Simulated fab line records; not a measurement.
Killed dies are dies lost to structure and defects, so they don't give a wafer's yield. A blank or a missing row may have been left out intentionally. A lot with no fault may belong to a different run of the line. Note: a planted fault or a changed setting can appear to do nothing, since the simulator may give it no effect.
fab line records | flow rit-cmos
record lots=12 wafers=36 last-day=7
route steps=202 shown NRETRO@55 M1@202
lots with no fault: from the same line, run without faults
start-h: hours from the record's first day to the start of the lot's first wafer shown | wait-h: hours since the lot's step before | " same as the row above | L1.1+2: several wafers, shown together as one row | - no value present, or no start provided | * or withheld: withheld | < > ~ a bound
route shown NAME@n: a module of which the file shows steps, and the number in the route of the first | usual: mean and standard deviation over wafers with no fault | same: alike in all rows | chamber/n: place in a boat | sites: per-site readings | _std_site: the values' standard deviation | _edge_site: the outer-site mean with the inner-site mean subtracted | radius-mm: how far each site lies from the wafer's centre | mask NAME#n: copy n | behind: the tool/chamber that last shaped the wafer | hold: cause of the lot's hold/its duration in hours/its outcome | device: transistor that didn't switch, given as n, p or np | end of line: the same wafers' tests at the end of the route | a step given without rows: its recipe and nothing more | killed: at the first sort, the dies lost to defects and structure; wafer yield is something else | map: per-die view of a wafer (x killed, . not killed, _ where there is no die)
set.NAME: setting as actually run; set.NAME@STEP: the setting as run at that earlier step | model.NAME: the simulator's own value behind a step, which no gauge read
the route's steps for a sample of lots (tables are steps, rows are wafers)
## steps
# step RIT_NRETRO_SOFTBAKE_02
# recipe resist=NOVOLAK temp-c=90 time-s=60
# usual exhaust-pa=44.9/0.89 plate-temp-C=90.03/0.13 run-length-s=89.04/0.13
# columns lot.wafer tool chamber start-h wait-h exhaust-pa plate-temp-C run-length-s
L233.2 litho-track-01 0 37.36 0.1 44.8 89.85 89.25
L233.4 " 0 " " 44.9 90.04 88.89
L233.6 " 0 " " 44.1 89.97 89.01
L234.1 litho-track-01 0 39.35 0.1 44.8 90.00 89.12
L234.2 " 0 " " 45.6 89.99 88.96
L234.3 " 0 " " 45.8 90.10 88.94
L235.2 litho-track-01 0 42.44 0.1 43.9 90.00 88.98
L235.4 " 0 " " 44.7 89.93 88.98
L235.5 " 0 " " 44.1 90.14 89.01
L236.1 litho-track-01 0 45.00 0.1 44.0 89.97 89.08
L236.2 " 0 " " 43.4 90.01 89.14
L236.5 " 0 " " 43.3 90.00 88.96
L237.3 litho-track-02 0 49.95 0.1 44.1 89.96 89.06
L237.4 " 0 " " 44.7 90.04 88.97
L237.5 " 0 " " 44.9 90.09 88.96
L238.4 litho-track-01 0 55.30 0.1 43.2 90.06 88.90
L238.5 " 0 " " 44.7 90.00 88.95
L238.6 " 0 " " 44.6 90.11 88.93
L239.2 litho-track-01 0 60.45 0.1 44.5 89.98 89.21
L239.3 " 0 " " 46.2 90.00 88.97
L239.6 " 0 " " 44.6 90.23 88.93
L247.2 litho-track-01 0 98.44 0.1 45.2 90.04 94.54
L247.4 " 0 " " 44.6 90.05 94.53
L247.5 " 0 " " 45.3 89.85 94.52
L249.3 litho-track-01 0 108.28 0.1 46.4 90.07 94.50
L249.4 " 0 " " 46.7 90.01 94.40
L249.6 " 0 " " 46.0 90.07 94.63
L253.1 litho-track-02 0 128.61 0.1 46.1 90.17 89.00
L253.3 " 0 " " 46.0 89.98 89.09
L253.4 " 0 " " 46.1 90.12 89.04
L254.1 litho-track-02 0 133.69 0.1 46.0 90.29 89.14
L254.3 " 0 " " 44.0 90.32 88.97
L254.4 " 0 " " 44.1 90.25 89.08
L256.1 litho-track-04 0 143.86 0.1 43.5 89.86 88.85
L256.2 " 0 " " 45.2 90.09 88.81
L256.4 " 0 " " 43.8 89.80 88.86
# step RIT_M1_PROBE_99
# usual killed_at_M0_to_M3=0.0/0.083 killed-at-contacts=0.0/0.22 killed-at-front-end=7/3.2 killed-dies=7/3.2 killed-open=3.2/2.1 killed-short=3.5/2.2
# same gross-dies=264 killed_at_M4_up=0 killed-at-back-side=0 killed-at-other=0
# columns lot.wafer tool chamber start-h wait-h killed_at_M0_to_M3 killed-at-contacts killed-at-front-end killed-dies killed-open killed-short
L249.3 prober-02 - 137.13 0.2 0 0 3 3 2 1
L249.4 prober-02 - 137.18 0.2 0 0 6 6 1 4
L249.6 prober-02 - 137.28 0.2 0 0 9 9 4 5
L253.1 prober-02 - 156.74 0.1 0 0 10 10 7 3
L253.3 prober-02 - 156.84 0.2 0 0 4 4 1 3
L253.4 prober-02 - 156.89 0.2 0 0 4 4 3 1
# killed by level:class
L249.3 SPACER:geometric-particle:open=2 SPACER:geometric-particle:short=1
L249.4 GATE:geometric-particle:short=3 GATE:geometric-particle:open=1 SPACER:geometric-particle:short=1 NSD:coat-microbubble-printed=1
L249.6 GATE:geometric-particle:open=3 GATE:geometric-particle:short=3 REOX:geometric-particle:open=1 REOX:geometric-particle:short=1 SPACER:geometric-particle:short=1
L253.1 GATE:geometric-particle:open=3 GATE:geometric-particle:short=2 SPACER:geometric-particle:open=2 FOX1:geometric-particle:open=1 FOX2:geometric-particle:open=1 SPACER:geometric-particle:short=1
L253.3 FOX1:geometric-particle:short=1 GATE:geometric-particle:short=1 SPACER:geometric-particle:short=1 SPACER:geometric-particle:open=1
L253.4 FOX1:geometric-particle:open=2 GATE:geometric-particle:open=1 SPACER:geometric-particle:short=1
## key
first-sign step=RIT_NRETRO_SOFTBAKE_02 reading=run-length-s direction=up sigmas=42 usual=* struck=*
effect none on later readings
met-at RIT_NRETRO_SOFTBAKE_02
struck-lots L247,L249
tester-left-out L247,L249
onset-between 60.45 98.44
fault kind=process-parameter-drift tool=litho-track-01 chamber=- onset-h=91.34 steps=RIT_NRETRO_SOFTBAKE_02 channel=time-s offset=* shape=step end-h=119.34 acts-in=* stated=*
# tester-left-out: of these lots the tester's yield and bins aren't shown, on N5 and GAA mostly nor the transistor test; their killed dies are dies lost to structure and defects alone, not to doping, threshold or leakage, so they don't give the yield
